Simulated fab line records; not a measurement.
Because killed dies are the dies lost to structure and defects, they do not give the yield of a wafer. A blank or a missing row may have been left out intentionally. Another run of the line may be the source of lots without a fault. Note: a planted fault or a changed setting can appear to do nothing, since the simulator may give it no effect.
Comparing a struck lot with a sound one | flow ritCmos | 18 steps out of a route of 202
Sound: wafers L380.1, L380.3, L380.5. Struck: wafers L392.2, L392.4, L392.5. The cause is named last.
Each step with rows lists, per side, the tool, then ch with its chambers, then its first start. Under that, the readings that differ: sound wafers | struck wafers | difference of the means | sigmas: that difference in standard deviations of wafers without a fault.
alike: readings with means less than 2 such deviations apart, plus words and numbers identical on both sides. not compared: withheld readings, readings lacking a value on some wafer, bounds such as >300 that could conceal the same value, and numbers that have no deviation in the record and whose values overlap.
Wherever a step has rows on one side only, a row that says differs or no value, or a row with sigmas, the two part there. Non-overlapping numbers with no deviation appear without sigmas and do not part them. Lack of a reading on every wafer of one side parts them only where that side has two or more wafers.

first, 4 steps without rows for these wafers: RIT_PSD_SOFTBAKE_02 (time 60 s); RIT_PSD_EXPOSE_03 (exposes mask M10, target cd 40900 nm); RIT_PSD_PEB_04; RIT_PSD_DEVELOP_05 (develop time 50 s).
RIT_PSD_OVL_MEAS_06:
  sound: overlay-01 at day 3 13:35; struck: overlay-01 at day 6 03:54
  alike: PSD_OVL
then, 2 steps without rows for these wafers: RIT_PSD_HARDBAKE_07 (time 60 s); RIT_PSD_IMPLANT_08.
RIT_PSD_STRIP_09: strips in O2, time 180 s.
  sound on plasmaAsher-04 ch 0,1, day 3 13:56; struck on plasmaAsher-01 ch 0, day 6 04:24
  alike: drypumpMotorCurrentA
  not compared: rfHoursCounterH
RIT_PSD_TW_MEAS_10:
  sound: filmMetro-03 at day 3 14:06; struck: filmMetro-04 at day 6 04:35
  alike: PSD_TW
then, 3 steps without rows for these wafers: RIT_SDANNEAL_CLEAN_00 (cleans in SC1, time 608.5 s); RIT_SDANNEAL_CLEAN_01 (cleans in dHF, time 30 s); RIT_SDANNEAL_CLEAN_02 (cleans in SC2, time 600 s).
RIT_SDANNEAL_RTA_03: time 5 s.
  sound on rtpAnneal-02 ch 0, day 3 14:33; struck on rtpAnneal-02 ch 0, day 6 05:03
reading          | sound                | struck               | difference | sigmas
wafer_temp_C_max | 1051.3 1055.5 1052.4 | 1044.7 1043.4 1043.9 | -9.1       | -8
RIT_SDANNEAL_RS_MEAS_04: uses a four-point probe to measure.
  sound: filmMetro-02 at day 3 14:36; struck: filmMetro-04 at day 6 05:29
reading         | sound             | struck            | difference | sigmas
PSD_RS (ohm/sq) | 115.9 116.4 116.1 | 121.0 120.9 120.9 | +4.8       | +13
  not compared: hold
RIT_SDANNEAL_RS_MEAS_05: uses a four-point probe to measure.
  sound: filmMetro-02 at day 3 14:43; struck: filmMetro-04 at day 6 10:13
reading | sound | struck                                                                  | difference                   | sigmas
hold    | - - - | awaitDispo/4.6h/release awaitDispo/4.6h/release awaitDispo/4.6h/release | no value on the sound wafers | 
  alike: NSD_RS
RIT_SDANNEAL_RS_MEAS_06: uses a four-point probe to measure.
  sound: filmMetro-02 at day 3 14:50; struck: filmMetro-04 at day 6 10:38
reading          | sound             | struck            | difference | sigmas
PLDD_RS (ohm/sq) | 178.1 178.2 178.5 | 183.4 182.2 182.6 | +4.5       | +8
  not compared: hold
RIT_SDANNEAL_RS_MEAS_07: uses a four-point probe to measure.
  sound: filmMetro-02 at day 3 14:58; struck: filmMetro-04 at day 6 18:03
reading | sound | struck                                                                  | difference                   | sigmas
hold    | - - - | awaitDispo/7.3h/release awaitDispo/7.3h/release awaitDispo/7.3h/release | no value on the sound wafers | 
  alike: NLDD_RS
RIT_M1_PROBE_99:
  record: rows for the struck wafers here (prober-01, day 7 00:58), none for the sound ones

## WHERE THEY PART
Last at RIT_M1_PROBE_99 as far as this record goes, first at RIT_SDANNEAL_RTA_03.

WHY: whatever the simulator had introduced
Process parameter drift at RIT_SDANNEAL_RTA_03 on rtpAnneal-02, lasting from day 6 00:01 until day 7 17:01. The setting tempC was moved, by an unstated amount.
